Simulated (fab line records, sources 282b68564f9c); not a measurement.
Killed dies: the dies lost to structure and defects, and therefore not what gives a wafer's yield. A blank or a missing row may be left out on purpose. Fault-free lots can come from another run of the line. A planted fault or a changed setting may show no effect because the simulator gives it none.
fab line records ; flow ritCmos
record: lots: 12; wafers: 36; lastDay: 7
route steps=202 shown NWELL@36
lots untouched by any fault: they come from a run of this same line in which no faults occurred
startH: start of the lot's first displayed wafer, in hours after the record's first day ; waitH: time in hours since the lot's previous step ; " unchanged from the row above ; L1.1+2: a row that stands for several wafers ; - no value present, or no start provided ; * or withheld: withheld ; < > ~ a bound
route shown NAME@n: a module of which the file shows steps, and the number in the route of the first ; usual: mean/standard deviation taken from wafers without a fault ; same: alike in all rows ; chamber/n: place in a boat ; sites: per-site readings ; _std_site: the standard deviation of these ; _edge_site: the outer-site mean with the inner-site mean subtracted ; radiusMm: for every site, how far away it sits from the centre of the wafer ; mask NAME#n: copy n ; behind: the most recent tool/chamber to have shaped the wafer ; hold: the reason the lot was held/the length of the hold in hours/how it ended ; device: names the non-switching transistor (n, p or np) ; end of line: tests run on the same wafers once the route is complete ; where a step has no rows: the recipe by itself ; killed: count of dies lost to structure and defects at first sort (not the wafer's yield) ; map: a wafer's dies, marking killed ones x, the rest . and places with no die _
set.NAME: the setting that was run; set.NAME@STEP: the one run at that earlier step ; model.NAME: the simulator's own value behind a step, which no gauge read
one table for each step of the route and one row for each wafer, over a sample of lots
services: a tool's chamber out of use, with start hour (startH, from the record's first day; less than 0 if before it), hours out, and reason
== steps ==
step: RIT_NWELL_IMPLANT_08
recipe: species: P; energyKev: 170; doseCm2: 5e+13; tiltDeg: 7
usual: beamEnergyKeV: 169.99/0.048; beamOnS: 9.99/0.22; doseIonsCm2: 4.999e+13/5.3e+10; faradayCurrentUA: 159/3.4
lot.wafer;tool;chamber;startH;waitH;beamEnergyKeV;beamOnS;doseIonsCm2;faradayCurrentUA
L886.1;implanter-02;0;21.04;0.2;169.92;10.30;5.009e+13;154
L886.3;implanter-02;0;21.04;0.2;170.03;10.12;5.004e+13;157
L886.5;implanter-02;0;21.04;0.2;169.97;10.08;5.004e+13;158
L887.1;implanter-01;0;27.69;0.2;170.05;10.25;5.002e+13;155
L887.2;implanter-01;0;27.69;0.2;169.99;10.04;5.007e+13;159
L887.4;implanter-01;0;27.69;0.2;170.03;10.06;5.009e+13;157
L888.2;implanter-01;0;31.46;0.2;170.13;9.96;4.994e+13;160
L888.3;implanter-01;0;31.46;0.2;169.97;9.89;4.991e+13;161
L888.4;implanter-01;0;31.46;0.2;169.98;9.82;4.994e+13;161
L889.1;implanter-01;0;38.13;0.2;170.01;10.02;5.001e+13;159
L889.4;implanter-01;0;38.13;0.2;170.02;9.81;5.003e+13;162
L889.6;implanter-01;0;38.13;0.2;170.01;10.17;5.002e+13;155
L890.1;implanter-02;0;40.77;0.2;169.98;9.41;4.997e+13;168
L890.3;implanter-02;0;40.77;0.2;169.97;9.92;5.002e+13;160
L890.4;implanter-02;0;40.77;0.2;169.94;10.25;5.002e+13;155
L895.1;implanter-03;0;66.39;0.2;170.02;9.98;5.001e+13;159
L895.2;implanter-03;0;66.39;0.2;169.96;9.92;4.995e+13;160
L895.4;implanter-03;0;66.39;0.2;169.98;9.94;4.993e+13;160
L896.2;implanter-01;0;70.66;0.2;170.00;7.88;5.005e+13;201
L896.3;implanter-01;0;70.66;0.2;170.00;7.70;5.004e+13;205
L896.4;implanter-01;0;70.66;0.2;170.04;7.72;4.999e+13;205
L898.2;implanter-01;0;80.51;0.2;169.99;8.16;5e+13;195
L898.4;implanter-01;0;80.51;0.2;170.06;8.22;4.995e+13;192
L898.5;implanter-01;0;80.51;0.2;170.00;7.95;4.995e+13;199
L905.1;implanter-03;0;116.63;0.2;170.03;9.83;4.998e+13;162
L905.5;implanter-03;0;116.63;0.2;170.06;10.01;5.004e+13;158
L905.6;implanter-03;0;116.63;0.2;170.01;9.99;5.004e+13;159
L906.2;implanter-02;0;121.62;0.2;169.93;10.11;4.996e+13;156
L906.3;implanter-02;0;121.62;0.2;169.93;9.75;4.993e+13;162
L906.6;implanter-02;0;121.62;0.2;169.98;10.04;4.999e+13;158
L908.1;implanter-03;0;130.65;0.2;169.96;10.13;4.991e+13;157
L908.2;implanter-03;0;130.65;0.2;170.08;9.90;4.989e+13;160
L908.6;implanter-03;0;130.65;0.2;170.00;9.87;4.999e+13;161
L909.2;implanter-01;0;137.13;0.2;170.12;10.28;5.001e+13;154
L909.4;implanter-01;0;137.13;0.2;170.07;9.71;5.003e+13;163
L909.5;implanter-01;0;137.13;0.2;170.00;10.24;5.006e+13;154
step: RIT_NWELL_TW_MEAS_10
usual: NWELL_TW: 2163/10
lot.wafer;tool;chamber;startH;waitH;NWELL_TW
L886.1;filmMetro-04;-;21.36;0.1;2148
L886.3;filmMetro-04;-;21.36;0.1;2151
L886.5;filmMetro-04;-;21.36;0.1;2155
L887.1;filmMetro-02;-;28.02;0.1;2166
L887.2;filmMetro-02;-;28.02;0.1;2161
L887.4;filmMetro-02;-;28.02;0.1;2168
L888.2;filmMetro-03;-;31.77;0.1;2170
L888.3;filmMetro-03;-;31.77;0.1;2159
L888.4;filmMetro-03;-;31.77;0.1;2159
L889.1;filmMetro-02;-;38.46;0.1;2181
L889.4;filmMetro-02;-;38.46;0.1;2168
L889.6;filmMetro-02;-;38.46;0.1;2174
L890.1;filmMetro-02;-;41.10;0.1;2157
L890.3;filmMetro-02;-;41.10;0.1;2155
L890.4;filmMetro-02;-;41.10;0.1;2162
L895.1;filmMetro-03;-;66.71;0.1;2168
L895.2;filmMetro-03;-;66.71;0.1;2176
L895.4;filmMetro-03;-;66.71;0.1;2173
L896.2;filmMetro-03;-;70.97;0.1;2011
L896.3;filmMetro-03;-;70.97;0.1;2031
L896.4;filmMetro-03;-;70.97;0.1;2027
L898.2;filmMetro-02;-;80.82;0.1;2003
L898.4;filmMetro-02;-;80.82;0.1;2005
L898.5;filmMetro-02;-;80.82;0.1;1998
L905.1;filmMetro-03;-;116.96;0.1;2172
L905.5;filmMetro-03;-;116.96;0.1;2174
L905.6;filmMetro-03;-;116.96;0.1;2173
L906.2;filmMetro-03;-;121.93;0.1;2170
L906.3;filmMetro-03;-;121.93;0.1;2171
L906.6;filmMetro-03;-;121.93;0.1;2178
L908.1;filmMetro-04;-;130.98;0.1;2156
L908.2;filmMetro-04;-;130.98;0.1;2161
L908.6;filmMetro-04;-;130.98;0.1;2169
L909.2;filmMetro-02;-;137.44;0.1;2161
L909.4;filmMetro-02;-;137.44;0.1;2152
L909.5;filmMetro-02;-;137.44;0.1;2162
step: RIT_WELLDRIVE_RS_MEAS_01
recipe: thkMeasGauge: four-point-probe
usual: NWELL_RS: 275.5/0.85
lot.wafer;tool;chamber;startH;waitH;NWELL_RS[ohm/sq]
L886.1;filmMetro-02;-;28.81;0.0;275.2
L886.3;filmMetro-02;-;28.81;0.0;276.0
L886.5;filmMetro-02;-;28.81;0.0;275.0
L887.1;filmMetro-03;-;34.74;0.0;275.3
L887.2;filmMetro-03;-;34.74;0.0;275.7
L887.4;filmMetro-03;-;34.74;0.0;276.3
L888.2;filmMetro-02;-;38.86;0.0;274.5
L888.3;filmMetro-02;-;38.86;0.0;273.4
L888.4;filmMetro-02;-;38.86;0.0;274.6
L889.1;filmMetro-03;-;46.87;0.0;275.5
L889.4;filmMetro-03;-;46.87;0.0;275.2
L889.6;filmMetro-03;-;46.87;0.0;274.3
L890.1;filmMetro-04;-;47.79;0.0;276.7
L890.3;filmMetro-04;-;47.79;0.0;276.2
L890.4;filmMetro-04;-;47.79;0.0;276.7
L895.1;filmMetro-02;-;73.42;0.0;276.0
L895.2;filmMetro-02;-;73.42;0.0;275.9
L895.4;filmMetro-02;-;73.42;0.0;275.4
L896.2;filmMetro-02;-;77.68;0.0;317.7
L896.3;filmMetro-02;-;77.68;0.0;316.9
L896.4;filmMetro-02;-;77.68;0.0;316.9
L898.2;filmMetro-04;-;87.73;0.0;319.5
L898.4;filmMetro-04;-;87.73;0.0;319.0
L898.5;filmMetro-04;-;87.73;0.0;318.5
L905.1;filmMetro-04;-;123.65;0.0;276.6
L905.5;filmMetro-04;-;123.65;0.0;275.2
L905.6;filmMetro-04;-;123.65;0.0;275.3
L906.2;filmMetro-03;-;128.76;0.0;275.4
L906.3;filmMetro-03;-;128.76;0.0;275.2
L906.6;filmMetro-03;-;128.76;0.0;274.8
L908.1;filmMetro-03;-;137.84;0.0;275.1
L908.2;filmMetro-03;-;137.84;0.0;274.0
L908.6;filmMetro-03;-;137.84;0.0;274.1
L909.2;filmMetro-02;-;144.15;0.0;275.8
L909.4;filmMetro-02;-;144.15;0.0;275.4
L909.5;filmMetro-02;-;144.15;0.0;274.8
== services ==
tool;chamber;startH;hours;kind
implanter-02;-;49.23;3.8;pm
== key ==
firstSign: step: RIT_NWELL_IMPLANT_08; reading: faradayCurrentUA; direction: up; sigmas: 12; usual: 159; struck: 199
effect: step: RIT_NWELL_IMPLANT_08; reading: beamOnS; direction: down; sigmas: 9.3; usual: 9.99; struck: 7.94
effect: step: RIT_NWELL_TW_MEAS_10; reading: NWELL_TW; direction: down; sigmas: 15; usual: 2163; struck: 2012
effect: step: RIT_WELLDRIVE_RS_MEAS_01; reading: NWELL_RS; direction: up; sigmas: 50; usual: 275.5; struck: 318.1
metAt RIT_NWELL_IMPLANT_08
struckLots L896,L898
testerLeftOut L896,L898
onsetBetween 38.13 70.66
fault: kind: processParameterDrift; tool: implanter-01; chamber: -; onsetH: 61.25; steps: RIT_NWELL_IMPLANT_08; channel: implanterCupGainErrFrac; offset: 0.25; shape: step; endH: 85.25
testerLeftOut: of these lots the tester's yield and bins aren't shown, on N5 and GAA mostly nor the transistor test; their killed dies are dies lost to structure and defects alone, not to doping, threshold or leakage, so they don't give the yield
